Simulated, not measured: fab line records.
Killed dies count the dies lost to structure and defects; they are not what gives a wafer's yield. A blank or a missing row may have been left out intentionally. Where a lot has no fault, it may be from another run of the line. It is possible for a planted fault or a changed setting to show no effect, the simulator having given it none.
fab line records || flow ritCmos
record: {"lots": 14, "wafers": 42, "lastDay": 7}
route steps=202 shown PLDD@119 M1@202
lots that met no fault: taken from a fault-free run of the same line
startH: hours from the record's opening day to when the first of the lot's shown wafers began || waitH: hours since the lot's step before || " unchanged from the row above || L1.1+2: several wafers, shown together as one row || - value missing, or start not given || * or withheld: withheld || < > ~ a bound
route shown NAME@n: names a module that has steps shown in the file, with the first one's number in the route || usual: average and standard deviation across the fault-free wafers || same: alike in all rows || chamber/n: place in a boat || sites: each site's reading || _std_site: standard deviation across them || _edge_site: the outer-site mean with the inner-site mean subtracted || radiusMm: how far each site lies from the wafer's centre || mask NAME#n: copy n || behind: the last tool/chamber to shape the wafer || hold: reason for holding the lot/hours on hold/outcome of the hold || device: the n, p or np transistor that did not switch || end of line: at the end of the route, the tests of the same wafers || a step given without rows: its recipe and nothing more || killed: not the wafer's yield, but the dies lost to structure and defects at the first sort || map: a wafer's dies, x killed, . not, _ none there
set.NAME: the setting that was run; set.NAME@STEP: the one run at that earlier step || model.NAME: the simulator's own value behind a step, which no gauge read
the route's steps for a sample of lots (tables are steps, rows are wafers)
== steps ==
step: RIT_PLDD_DEVELOP_05
recipe: {"resist": "NOVOLAK", "developTimeS": 50, "devTempC": 23}
usual: {"developerTempC": "22.98/0.094"}
same: {"developTimeS": 50}
{"lot.wafer": "L360.1", "tool": "lithoTrack-04", "chamber": 0, "startH": 49, "waitH": "-", "developerTempC": 22.86}
{"lot.wafer": "L360.4", "tool": "lithoTrack-04", "chamber": 0, "startH": 49, "waitH": "-", "developerTempC": 22.98}
{"lot.wafer": "L360.5", "tool": "lithoTrack-04", "chamber": 0, "startH": 49, "waitH": "-", "developerTempC": 22.96}
{"lot.wafer": "L361.1", "tool": "lithoTrack-02", "chamber": 0, "startH": 52, "waitH": "-", "developerTempC": 23.03}
{"lot.wafer": "L361.2", "tool": "lithoTrack-02", "chamber": 0, "startH": 52, "waitH": "-", "developerTempC": 23.07}
{"lot.wafer": "L361.5", "tool": "lithoTrack-02", "chamber": 0, "startH": 52, "waitH": "-", "developerTempC": 23.20}
{"lot.wafer": "L362.2", "tool": "lithoTrack-03", "chamber": 0, "startH": 54, "waitH": "-", "developerTempC": 23.00}
{"lot.wafer": "L362.3", "tool": "lithoTrack-03", "chamber": 0, "startH": 54, "waitH": "-", "developerTempC": 23.08}
{"lot.wafer": "L362.6", "tool": "lithoTrack-03", "chamber": 0, "startH": 54, "waitH": "-", "developerTempC": 23.05}
{"lot.wafer": "L364.2", "tool": "lithoTrack-02", "chamber": 0, "startH": 65, "waitH": "-", "developerTempC": 20.71}
{"lot.wafer": "L364.4", "tool": "lithoTrack-02", "chamber": 0, "startH": 65, "waitH": "-", "developerTempC": 20.94}
{"lot.wafer": "L364.6", "tool": "lithoTrack-02", "chamber": 0, "startH": 65, "waitH": "-", "developerTempC": 20.64}
{"lot.wafer": "L367.3", "tool": "lithoTrack-02", "chamber": 0, "startH": 80, "waitH": "-", "developerTempC": 20.72}
{"lot.wafer": "L367.5", "tool": "lithoTrack-02", "chamber": 0, "startH": 80, "waitH": "-", "developerTempC": 20.65}
{"lot.wafer": "L367.6", "tool": "lithoTrack-02", "chamber": 0, "startH": 80, "waitH": "-", "developerTempC": 20.67}
{"lot.wafer": "L372.4", "tool": "lithoTrack-03", "chamber": 0, "startH": 109, "waitH": "-", "developerTempC": 22.99}
{"lot.wafer": "L372.5", "tool": "lithoTrack-03", "chamber": 0, "startH": 109, "waitH": "-", "developerTempC": 23.01}
{"lot.wafer": "L372.6", "tool": "lithoTrack-03", "chamber": 0, "startH": 109, "waitH": "-", "developerTempC": 23.01}
{"lot.wafer": "L373.2", "tool": "lithoTrack-04", "chamber": 0, "startH": 114, "waitH": "-", "developerTempC": 22.81}
{"lot.wafer": "L373.4", "tool": "lithoTrack-04", "chamber": 0, "startH": 114, "waitH": "-", "developerTempC": 22.94}
{"lot.wafer": "L373.6", "tool": "lithoTrack-04", "chamber": 0, "startH": 114, "waitH": "-", "developerTempC": 22.67}
{"lot.wafer": "L375.3", "tool": "lithoTrack-03", "chamber": 0, "startH": 123, "waitH": "-", "developerTempC": 23.12}
{"lot.wafer": "L375.4", "tool": "lithoTrack-03", "chamber": 0, "startH": 123, "waitH": "-", "developerTempC": 23.05}
{"lot.wafer": "L375.5", "tool": "lithoTrack-03", "chamber": 0, "startH": 123, "waitH": "-", "developerTempC": 22.92}
{"lot.wafer": "L377.2", "tool": "lithoTrack-03", "chamber": 0, "startH": 133, "waitH": "-", "developerTempC": 22.87}
{"lot.wafer": "L377.5", "tool": "lithoTrack-03", "chamber": 0, "startH": 133, "waitH": "-", "developerTempC": 22.92}
{"lot.wafer": "L377.6", "tool": "lithoTrack-03", "chamber": 0, "startH": 133, "waitH": "-", "developerTempC": 22.99}
{"lot.wafer": "L379.2", "tool": "lithoTrack-04", "chamber": 0, "startH": 142, "waitH": "-", "developerTempC": 23.06}
{"lot.wafer": "L379.3", "tool": "lithoTrack-04", "chamber": 0, "startH": 142, "waitH": "-", "developerTempC": 23.15}
{"lot.wafer": "L379.4", "tool": "lithoTrack-04", "chamber": 0, "startH": 142, "waitH": "-", "developerTempC": 23.03}
{"lot.wafer": "L380.1", "tool": "lithoTrack-04", "chamber": 0, "startH": 150, "waitH": "-", "developerTempC": 22.88}
{"lot.wafer": "L380.3", "tool": "lithoTrack-04", "chamber": 0, "startH": 150, "waitH": "-", "developerTempC": 23.02}
{"lot.wafer": "L380.5", "tool": "lithoTrack-04", "chamber": 0, "startH": 150, "waitH": "-", "developerTempC": 22.84}
{"lot.wafer": "L381.1", "tool": "lithoTrack-03", "chamber": 0, "startH": 152, "waitH": "-", "developerTempC": 22.88}
{"lot.wafer": "L381.4", "tool": "lithoTrack-03", "chamber": 0, "startH": 152, "waitH": "-", "developerTempC": 22.72}
{"lot.wafer": "L381.5", "tool": "lithoTrack-03", "chamber": 0, "startH": 152, "waitH": "-", "developerTempC": 22.97}
{"lot.wafer": "L382.4", "tool": "lithoTrack-04", "chamber": 0, "startH": 155, "waitH": "-", "developerTempC": 22.94}
{"lot.wafer": "L382.5", "tool": "lithoTrack-04", "chamber": 0, "startH": 155, "waitH": "-", "developerTempC": 23.05}
{"lot.wafer": "L382.6", "tool": "lithoTrack-04", "chamber": 0, "startH": 155, "waitH": "-", "developerTempC": 23.09}
{"lot.wafer": "L383.2", "tool": "lithoTrack-02", "chamber": 0, "startH": 163, "waitH": "-", "developerTempC": 22.89}
{"lot.wafer": "L383.4", "tool": "lithoTrack-02", "chamber": 0, "startH": 163, "waitH": "-", "developerTempC": 23.05}
{"lot.wafer": "L383.6", "tool": "lithoTrack-02", "chamber": 0, "startH": 163, "waitH": "-", "developerTempC": 22.83}
step: RIT_M1_PROBE_99
usual: {"killedAtContacts": "0.1/0.23", "killedAtFrontEnd": "6.7/2.7", "killedDies": "6.7/2.7", "killedOnRim": "1.8/1.2", "killedOpen": "3.2/1.8", "killedShort": "3.5/1.9"}
same: {"grossDies": 264, "killed_at_M0_to_M3": 0, "killed_at_M4_up": 0, "killedAtBackSide": 0, "killedAtOther": 0}
{"lot.wafer": "L360.1", "tool": "prober-01", "chamber": "-", "startH": 63.90, "waitH": 0.1, "killedAtContacts": 0, "killedAtFrontEnd": 4, "killedDies": 4, "killedOnRim": 2, "killedOpen": 2, "killedShort": 2}
{"lot.wafer": "L360.4", "tool": "prober-01", "chamber": "-", "startH": 64.05, "waitH": 0.2, "killedAtContacts": 0, "killedAtFrontEnd": 3, "killedDies": 3, "killedOnRim": 1, "killedOpen": 1, "killedShort": 2}
{"lot.wafer": "L360.5", "tool": "prober-01", "chamber": "-", "startH": 64.10, "waitH": 0.2, "killedAtContacts": 0, "killedAtFrontEnd": 5, "killedDies": 5, "killedOnRim": 2, "killedOpen": 3, "killedShort": 2}
{"lot.wafer": "L361.1", "tool": "prober-02", "chamber": "-", "startH": 66.59, "waitH": 0.1, "killedAtContacts": 0, "killedAtFrontEnd": 11, "killedDies": 11, "killedOnRim": 4, "killedOpen": 7, "killedShort": 4}
{"lot.wafer": "L361.2", "tool": "prober-02", "chamber": "-", "startH": 66.64, "waitH": 0.1, "killedAtContacts": 1, "killedAtFrontEnd": 1, "killedDies": 2, "killedOnRim": 1, "killedOpen": 2, "killedShort": 0}
{"lot.wafer": "L361.5", "tool": "prober-02", "chamber": "-", "startH": 66.79, "waitH": 0.2, "killedAtContacts": 0, "killedAtFrontEnd": 9, "killedDies": 9, "killedOnRim": 5, "killedOpen": 5, "killedShort": 4}
{"lot.wafer": "L362.2", "tool": "prober-01", "chamber": "-", "startH": 69.64, "waitH": 0.1, "killedAtContacts": 0, "killedAtFrontEnd": 7, "killedDies": 7, "killedOnRim": 3, "killedOpen": 2, "killedShort": 5}
{"lot.wafer": "L362.3", "tool": "prober-01", "chamber": "-", "startH": 69.69, "waitH": 0.2, "killedAtContacts": 0, "killedAtFrontEnd": 10, "killedDies": 10, "killedOnRim": 3, "killedOpen": 7, "killedShort": 3}
{"lot.wafer": "L362.6", "tool": "prober-01", "chamber": "-", "startH": 69.84, "waitH": 0.2, "killedAtContacts": 0, "killedAtFrontEnd": 6, "killedDies": 6, "killedOnRim": 2, "killedOpen": 4, "killedShort": 2}
{"lot.wafer": "L364.2", "tool": "prober-01", "chamber": "-", "startH": 79.92, "waitH": 0.1, "killedAtContacts": 0, "killedAtFrontEnd": 8, "killedDies": 8, "killedOnRim": 2, "killedOpen": 5, "killedShort": 3}
{"lot.wafer": "L364.4", "tool": "prober-01", "chamber": "-", "startH": 80.02, "waitH": 0.2, "killedAtContacts": 0, "killedAtFrontEnd": 6, "killedDies": 6, "killedOnRim": 3, "killedOpen": 3, "killedShort": 3}
{"lot.wafer": "L364.6", "tool": "prober-01", "chamber": "-", "startH": 80.12, "waitH": 0.2, "killedAtContacts": 0, "killedAtFrontEnd": 10, "killedDies": 10, "killedOnRim": 6, "killedOpen": 4, "killedShort": 6}
{"lot.wafer": "L367.3", "tool": "prober-02", "chamber": "-", "startH": 94.73, "waitH": 0.2, "killedAtContacts": 0, "killedAtFrontEnd": 7, "killedDies": 7, "killedOnRim": 0, "killedOpen": 1, "killedShort": 6}
{"lot.wafer": "L367.5", "tool": "prober-02", "chamber": "-", "startH": 94.83, "waitH": 0.2, "killedAtContacts": 0, "killedAtFrontEnd": 6, "killedDies": 6, "killedOnRim": 2, "killedOpen": 4, "killedShort": 2}
{"lot.wafer": "L367.6", "tool": "prober-02", "chamber": "-", "startH": 94.88, "waitH": 0.2, "killedAtContacts": 0, "killedAtFrontEnd": 6, "killedDies": 6, "killedOnRim": 1, "killedOpen": 4, "killedShort": 2}
{"lot.wafer": "L372.4", "tool": "prober-02", "chamber": "-", "startH": 125.40, "waitH": 0.2, "killedAtContacts": 0, "killedAtFrontEnd": 2, "killedDies": 2, "killedOnRim": 1, "killedOpen": 0, "killedShort": 2}
{"lot.wafer": "L372.5", "tool": "prober-02", "chamber": "-", "startH": 125.45, "waitH": 0.2, "killedAtContacts": 0, "killedAtFrontEnd": 4, "killedDies": 4, "killedOnRim": 1, "killedOpen": 0, "killedShort": 4}
{"lot.wafer": "L372.6", "tool": "prober-02", "chamber": "-", "startH": 125.50, "waitH": 0.2, "killedAtContacts": 0, "killedAtFrontEnd": 2, "killedDies": 2, "killedOnRim": 0, "killedOpen": 1, "killedShort": 1}
{"lot.wafer": "L373.2", "tool": "prober-01", "chamber": "-", "startH": 130.08, "waitH": 0.1, "killedAtContacts": 0, "killedAtFrontEnd": 6, "killedDies": 6, "killedOnRim": 2, "killedOpen": 4, "killedShort": 1}
{"lot.wafer": "L373.4", "tool": "prober-01", "chamber": "-", "startH": 130.18, "waitH": 0.2, "killedAtContacts": 0, "killedAtFrontEnd": 6, "killedDies": 6, "killedOnRim": 2, "killedOpen": 2, "killedShort": 4}
{"lot.wafer": "L373.6", "tool": "prober-01", "chamber": "-", "startH": 130.28, "waitH": 0.2, "killedAtContacts": 0, "killedAtFrontEnd": 8, "killedDies": 8, "killedOnRim": 1, "killedOpen": 4, "killedShort": 4}
{"lot.wafer": "L375.3", "tool": "prober-01", "chamber": "-", "startH": 137.67, "waitH": 0.2, "killedAtContacts": 0, "killedAtFrontEnd": 7, "killedDies": 7, "killedOnRim": 2, "killedOpen": 4, "killedShort": 3}
{"lot.wafer": "L375.4", "tool": "prober-01", "chamber": "-", "startH": 137.72, "waitH": 0.2, "killedAtContacts": 0, "killedAtFrontEnd": 8, "killedDies": 8, "killedOnRim": 2, "killedOpen": 4, "killedShort": 4}
{"lot.wafer": "L375.5", "tool": "prober-01", "chamber": "-", "startH": 137.77, "waitH": 0.2, "killedAtContacts": 0, "killedAtFrontEnd": 10, "killedDies": 10, "killedOnRim": 2, "killedOpen": 2, "killedShort": 8}
{"lot.wafer": "L377.2", "tool": "prober-01", "chamber": "-", "startH": 148.38, "waitH": 0.1, "killedAtContacts": 0, "killedAtFrontEnd": 5, "killedDies": 5, "killedOnRim": 1, "killedOpen": 4, "killedShort": 1}
{"lot.wafer": "L377.5", "tool": "prober-01", "chamber": "-", "startH": 148.53, "waitH": 0.2, "killedAtContacts": 0, "killedAtFrontEnd": 5, "killedDies": 5, "killedOnRim": 1, "killedOpen": 3, "killedShort": 2}
{"lot.wafer": "L377.6", "tool": "prober-01", "chamber": "-", "startH": 148.58, "waitH": 0.2, "killedAtContacts": 0, "killedAtFrontEnd": 12, "killedDies": 12, "killedOnRim": 3, "killedOpen": 6, "killedShort": 6}
{"lot.wafer": "L379.2", "tool": "prober-01", "chamber": "-", "startH": 158.15, "waitH": 0.1, "killedAtContacts": 0, "killedAtFrontEnd": 6, "killedDies": 6, "killedOnRim": 0, "killedOpen": 1, "killedShort": 5}
{"lot.wafer": "L379.3", "tool": "prober-01", "chamber": "-", "startH": 158.20, "waitH": 0.2, "killedAtContacts": 1, "killedAtFrontEnd": 3, "killedDies": 4, "killedOnRim": 2, "killedOpen": 1, "killedShort": 3}
{"lot.wafer": "L379.4", "tool": "prober-01", "chamber": "-", "startH": 158.25, "waitH": 0.2, "killedAtContacts": 0, "killedAtFrontEnd": 6, "killedDies": 6, "killedOnRim": 2, "killedOpen": 3, "killedShort": 3}
{"lot.wafer": "L380.1", "tool": "prober-02", "chamber": "-", "startH": 166.14, "waitH": 0.1, "killedAtContacts": 0, "killedAtFrontEnd": 5, "killedDies": 5, "killedOnRim": 2, "killedOpen": 1, "killedShort": 4}
{"lot.wafer": "L380.3", "tool": "prober-02", "chamber": "-", "startH": 166.24, "waitH": 0.2, "killedAtContacts": 0, "killedAtFrontEnd": 3, "killedDies": 3, "killedOnRim": 1, "killedOpen": 0, "killedShort": 3}
{"lot.wafer": "L380.5", "tool": "prober-02", "chamber": "-", "startH": 166.34, "waitH": 0.2, "killedAtContacts": 0, "killedAtFrontEnd": 7, "killedDies": 7, "killedOnRim": 1, "killedOpen": 5, "killedShort": 2}
{"lot.wafer": "L381.1", "tool": "prober-01", "chamber": "-", "startH": 169.57, "waitH": 0.1, "killedAtContacts": 0, "killedAtFrontEnd": 3, "killedDies": 3, "killedOnRim": 1, "killedOpen": 1, "killedShort": 2}
{"lot.wafer": "L381.4", "tool": "prober-01", "chamber": "-", "startH": 169.72, "waitH": 0.2, "killedAtContacts": 0, "killedAtFrontEnd": 3, "killedDies": 3, "killedOnRim": 0, "killedOpen": 1, "killedShort": 2}
{"lot.wafer": "L381.5", "tool": "prober-01", "chamber": "-", "startH": 169.77, "waitH": 0.2, "killedAtContacts": 0, "killedAtFrontEnd": 5, "killedDies": 5, "killedOnRim": 2, "killedOpen": 4, "killedShort": 1}
{"lot.wafer": "L382.4", "tool": "prober-02", "chamber": "-", "startH": 171.22, "waitH": 0.2, "killedAtContacts": 0, "killedAtFrontEnd": 11, "killedDies": 11, "killedOnRim": 3, "killedOpen": 5, "killedShort": 6}
{"lot.wafer": "L382.5", "tool": "prober-02", "chamber": "-", "startH": 171.27, "waitH": 0.2, "killedAtContacts": 0, "killedAtFrontEnd": 8, "killedDies": 8, "killedOnRim": 2, "killedOpen": 7, "killedShort": 1}
{"lot.wafer": "L382.6", "tool": "prober-02", "chamber": "-", "startH": 171.32, "waitH": 0.2, "killedAtContacts": 0, "killedAtFrontEnd": 6, "killedDies": 6, "killedOnRim": 2, "killedOpen": 3, "killedShort": 3}
{"lot.wafer": "L383.2", "tool": "prober-01", "chamber": "-", "startH": 179.27, "waitH": 0.1, "killedAtContacts": 1, "killedAtFrontEnd": 16, "killedDies": 17, "killedOnRim": 3, "killedOpen": 5, "killedShort": 11}
{"lot.wafer": "L383.4", "tool": "prober-01", "chamber": "-", "startH": 179.37, "waitH": 0.2, "killedAtContacts": 0, "killedAtFrontEnd": 9, "killedDies": 9, "killedOnRim": 2, "killedOpen": 4, "killedShort": 4}
{"lot.wafer": "L383.6", "tool": "prober-01", "chamber": "-", "startH": 179.47, "waitH": 0.2, "killedAtContacts": 0, "killedAtFrontEnd": 10, "killedDies": 10, "killedOnRim": 0, "killedOpen": 6, "killedShort": 4}
killed by level:class
L360.1 GATE:geometricParticle:open=1 GATE:geometricParticle:short=1 REOX:geometricParticle:open=1 SPACER:geometricParticle:short=1
L360.4 FOX1:geometricParticle:short=1 FOX2:geometricParticle:open=1 REOX:geometricParticle:short=1
L360.5 GATE:geometricParticle:open=3 GATE:geometricParticle:short=1 SILICIDE:geometricParticle:short=1
L361.1 SILICIDE:geometricParticle:open=4 FOX1:geometricParticle:short=3 FOX1:geometricParticle:open=1 GATE:geometricParticle:open=1 SPACER:geometricParticle:short=1 SPACER:geometricParticle:open=1
L361.2 SILICIDE:geometricParticle:open=1 CONTACT:geometricParticle:open=1
L361.5 GATE:geometricParticle:open=4 GATE:geometricParticle:short=2 FOX1:geometricParticle:short=1 FOX2:geometricParticle:short=1 SILICIDE:geometricParticle:open=1
L362.2 GATE:geometricParticle:short=2 REOX:geometricParticle:short=2 GATE:geometricParticle:open=1 SPACER:geometricParticle:open=1 SILICIDE:geometricParticle:short=1
L362.3 GATE:geometricParticle:short=3 GATE:geometricParticle:open=3 SPACER:geometricParticle:open=2 FOX2:geometricParticle:open=1 SILICIDE:geometricParticle:open=1
L362.6 GATE:geometricParticle:open=2 FOX1:geometricParticle:open=1 FOX2:geometricParticle:short=1 GATE:geometricParticle:short=1 SPACER:geometricParticle:open=1
L364.2 FOX1:geometricParticle:open=2 FOX1:geometricParticle:short=1 GATE:geometricParticle:open=1 GATE:geometricParticle:short=1 REOX:geometricParticle:open=1 SPACER:geometricParticle:short=1 SILICIDE:geometricParticle:open=1
L364.4 FOX1:geometricParticle:open=1 FOX1:geometricParticle:short=1 GATE:geometricParticle:short=1 FOX2:geometricParticle:short=1 GATE:geometricParticle:open=1 REOX:geometricParticle:open=1
L364.6 FOX1:geometricParticle:short=3 GATE:geometricParticle:short=3 REOX:geometricParticle:open=2 SPACER:geometricParticle:open=1 SILICIDE:geometricParticle:open=1
L367.3 REOX:geometricParticle:short=3 SPACER:geometricParticle:short=2 GATE:geometricParticle:open=1 GATE:geometricParticle:short=1
L367.5 FOX2:geometricParticle:open=2 FOX1:geometricParticle:short=1 GATE:geometricParticle:short=1 REOX:geometricParticle:open=1 SILICIDE:geometricParticle:open=1
L367.6 SPACER:geometricParticle:open=2 FOX2:geometricParticle:short=1 REOX:geometricParticle:open=1 SILICIDE:geometricParticle:short=1 SILICIDE:geometricParticle:open=1
L372.4 GATE:geometricParticle:short=2
L372.5 GATE:geometricParticle:short=3 FOX1:geometricParticle:short=1
L372.6 GATE:geometricParticle:short=1 GATE:geometricParticle:open=1
L373.2 REOX:geometricParticle:open=3 GATE:geometricParticle:open=1 REOX:geometricParticle:short=1 NLDD:coatMicrobubblePrinted=1
L373.4 GATE:geometricParticle:short=2 ACTIVE:geometricParticle:short=1 GATE:geometricParticle:open=1 SPACER:geometricParticle:short=1 SPACER:geometricParticle:open=1
L373.6 GATE:geometricParticle:open=3 GATE:geometricParticle:short=2 FOX1:geometricParticle:short=1 REOX:geometricParticle:short=1 REOX:geometricParticle:open=1
L375.3 GATE:geometricParticle:open=3 GATE:geometricParticle:short=3 SILICIDE:geometricParticle:open=1
L375.4 GATE:geometricParticle:open=3 GATE:geometricParticle:short=2 FOX2:geometricParticle:open=1 REOX:geometricParticle:short=1 SPACER:geometricParticle:short=1
L375.5 FOX2:geometricParticle:short=3 FOX1:geometricParticle:short=2 FOX1:geometricParticle:open=2 GATE:geometricParticle:short=2 REOX:geometricParticle:short=1
L377.2 SPACER:geometricParticle:open=3 FOX2:geometricParticle:open=1 FOX2:geometricParticle:short=1
L377.5 SPACER:geometricParticle:open=2 FOX2:geometricParticle:short=1 FOX2:geometricParticle:open=1 GATE:geometricParticle:short=1
L377.6 GATE:geometricParticle:open=3 SPACER:geometricParticle:short=3 SPACER:geometricParticle:open=3 GATE:geometricParticle:short=2 REOX:geometricParticle:short=1
L379.2 GATE:geometricParticle:short=2 REOX:geometricParticle:short=2 FOX1:geometricParticle:short=1 GATE:geometricParticle:open=1
L379.3 SPACER:geometricParticle:short=2 SPACER:geometricParticle:open=1 CONTACT:geometricParticle:short=1
L379.4 GATE:geometricParticle:open=2 FOX1:geometricParticle:short=1 REOX:geometricParticle:open=1 REOX:geometricParticle:short=1 SILICIDE:geometricParticle:short=1
L380.1 FOX1:geometricParticle:short=1 GATE:geometricParticle:short=1 GATE:geometricParticle:open=1 REOX:geometricParticle:short=1 SPACER:geometricParticle:short=1
L380.3 GATE:geometricParticle:short=1 SPACER:geometricParticle:short=1 SILICIDE:geometricParticle:short=1
L380.5 GATE:geometricParticle:open=4 FOX1:geometricParticle:open=1 GATE:geometricParticle:short=1 SPACER:geometricParticle:short=1
L381.1 REOX:geometricParticle:short=1 SPACER:geometricParticle:open=1 SILICIDE:geometricParticle:short=1
L381.4 GATE:geometricParticle:short=2 SPACER:geometricParticle:open=1
L381.5 FOX1:geometricParticle:open=2 SILICIDE:geometricParticle:open=2 GATE:geometricParticle:short=1
L382.4 GATE:geometricParticle:short=5 FOX1:geometricParticle:open=2 FOX1:geometricParticle:short=1 FOX2:geometricParticle:open=1 GATE:geometricParticle:open=1 REOX:geometricParticle:open=1
L382.5 GATE:geometricParticle:open=5 GATE:geometricParticle:short=1 REOX:geometricParticle:open=1 SILICIDE:geometricParticle:open=1
L382.6 SILICIDE:geometricParticle:open=2 FOX1:geometricParticle:short=1 FOX1:geometricParticle:open=1 FOX2:geometricParticle:short=1 SPACER:geometricParticle:short=1
L383.2 SPACER:geometricParticle:open=4 GATE:geometricParticle:short=3 SPACER:geometricParticle:short=3 FOX1:geometricParticle:short=2 GATE:geometricParticle:open=1 REOX:geometricParticle:short=1 SILICIDE:geometricParticle:short=1 CONTACT:geometricParticle:short=1
L383.4 SPACER:geometricParticle:open=2 FOX1:geometricParticle:open=1 GATE:geometricParticle:open=1 GATE:geometricParticle:short=1 REOX:geometricParticle:short=1 SPACER:geometricParticle:short=1 SILICIDE:geometricParticle:short=1 NSD:coatMicrobubblePrinted=1
L383.6 SPACER:geometricParticle:open=3 REOX:geometricParticle:short=2 FOX1:geometricParticle:short=1 FOX2:geometricParticle:open=1 REOX:geometricParticle:open=1 SILICIDE:geometricParticle:short=1 SILICIDE:geometricParticle:open=1
== key ==
firstSign: {"step": "RIT_PLDD_DEVELOP_05", "reading": "developerTempC", "direction": "down", "sigmas": 24, "usual": "*", "struck": "*"}
effect none on later readings
metAt RIT_PLDD_DEVELOP_05
struckLots L364,L367
testerLeftOut L364,L367
onsetBetween 52 65
fault: {"kind": "processParameterDrift", "tool": "lithoTrack-02", "chamber": "-", "onsetH": 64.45, "steps": "RIT_PLDD_DEVELOP_05", "channel": "devTempC", "offset": "*", "shape": "step", "endH": 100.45, "actsIn": "*", "stated": "*"}
testerLeftOut: of these lots the tester's yield and bins aren't shown, on N5 and GAA mostly nor the transistor test; their killed dies are dies lost to structure and defects alone, not to doping, threshold or leakage, so they don't give the yield
